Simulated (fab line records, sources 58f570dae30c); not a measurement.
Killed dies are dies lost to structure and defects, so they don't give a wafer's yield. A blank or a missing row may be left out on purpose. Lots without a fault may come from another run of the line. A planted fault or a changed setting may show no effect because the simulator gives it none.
Which tool did it? | flow berkeley_cmos170 | 7 lots, 21 wafers sampled, at 5 steps of a route of 331

WHAT THE GAUGES READ, wafer by wafer
UCB170_SDANNEAL_RS_MEAS_03: measures by four-point-probe.
lot  | measured     | on            | NSD_RS (ohm/sq)
L347 | day 8 14:39  | film_metro-02 | 37.27 37.19 37.19
L352 | day 9 09:43  | film_metro-03 | 37.24 37.23 37.24
L357 | day 10 10:22 | film_metro-04 | 34.39 34.25 34.39
L358 | day 11 00:28 | film_metro-04 | 34.30 34.20 34.20
L364 | day 12 09:59 | film_metro-04 | 37.35 37.34 37.27
L366 | day 12 08:57 | film_metro-04 | 37.15 37.23 37.24
L368 | day 12 09:53 | film_metro-03 | 37.38 37.45 37.40

WHICH TOOL RAN EACH LOT (tool, then ch and the chambers of the sampled wafers, then the start)
lot  | UCB170_PWELL_ETCH_14              | UCB170_SPACER_ETCHBACK_03          | UCB170_NSD_IMPLANT_08           | UCB170_NSD_STRIP_09
L347 | rie_diel-02 ch 1,2,3, day 3 18:55 | rie_diel-03 ch 0,1,3, day 8 10:12  | implanter-03 ch 0, day 8 13:00  | plasma_asher-01 ch 0,1, day 8 13:09
L352 | rie_diel-02 ch 0,1,3, day 4 13:35 | rie_diel-01 ch 0,1,2, day 9 02:50  | implanter-04 ch 0, day 9 06:49  | plasma_asher-01 ch 0,1, day 9 06:58
L357 | rie_diel-04 ch 1,2,3, day 5 13:47 | rie_diel-01 ch 0,2, day 10 02:13   | implanter-04 ch 0, day 10 08:51 | plasma_asher-03 ch 0,1, day 10 09:00
L358 | rie_diel-03 ch 1,2, day 5 23:49   | rie_diel-01 ch 1,2,3, day 10 13:13 | implanter-04 ch 0, day 10 22:15 | plasma_asher-04 ch 0,1, day 10 22:22
L364 | rie_diel-04 ch 1,3, day 7 04:17   | rie_diel-02 ch 0,2,3, day 12 00:23 | implanter-03 ch 0, day 12 07:52 | plasma_asher-01 ch 1, day 12 08:00
L366 | rie_diel-03 ch 0,1,3, day 7 16:31 | rie_diel-03 ch 1,2, day 12 00:19   | implanter-03 ch 0, day 12 07:27 | plasma_asher-01 ch 0,1, day 12 07:36
L368 | rie_diel-04 ch 0,2,3, day 8 05:50 | rie_diel-03 ch 1,3, day 12 00:23   | implanter-01 ch 0, day 12 07:36 | plasma_asher-03 ch 0,1, day 12 07:43
- UCB170_PWELL_ETCH_14: etches Si3N4 in CH3F/Ar/O2, stops on SiO2, target depth 242 nm, time 151 s.
- UCB170_SPACER_ETCHBACK_03: etches SiO2 in CHF3/CF4/Ar, stops on Si, target depth 376 nm, time 100 s.
- UCB170_NSD_IMPLANT_08
- UCB170_NSD_STRIP_09: strips in O2.

THE ANSWER, worked out from the rows above alone
Rule: what is usual is taken from the lots themselves. Put in order of their means at a reading, lots are off if they are a third of the lots or fewer, leave a main group of 4 or more, and stand apart from it by a gap of 3 or more times the standard deviation of the main group's means; of several such gaps the widest counts. A main group whose means are all the same, to the digits that the tables above print for the reading, isn't used. A lot without any number at a reading at which 4 lots or more have one is off too. The other lots that the step has rows for count as sound.
Off: L357, L358, at UCB170_SDANNEAL_RS_MEAS_03 (NSD_RS). The main group: mean 37.28 ohm/sq, standard deviation 0.077.
A tool fits if, at a process step before that reading, it ran every lot that is off, and no sound lot after the first of them. The gauges at UCB170_SDANNEAL_RS_MEAS_03 are tried like those tools. Can't be told from this: 2 tools fit, rie_diel-01 at UCB170_SPACER_ETCHBACK_03, implanter-04 at UCB170_NSD_IMPLANT_08.

WHAT THE SIMULATOR HAD PUT IN
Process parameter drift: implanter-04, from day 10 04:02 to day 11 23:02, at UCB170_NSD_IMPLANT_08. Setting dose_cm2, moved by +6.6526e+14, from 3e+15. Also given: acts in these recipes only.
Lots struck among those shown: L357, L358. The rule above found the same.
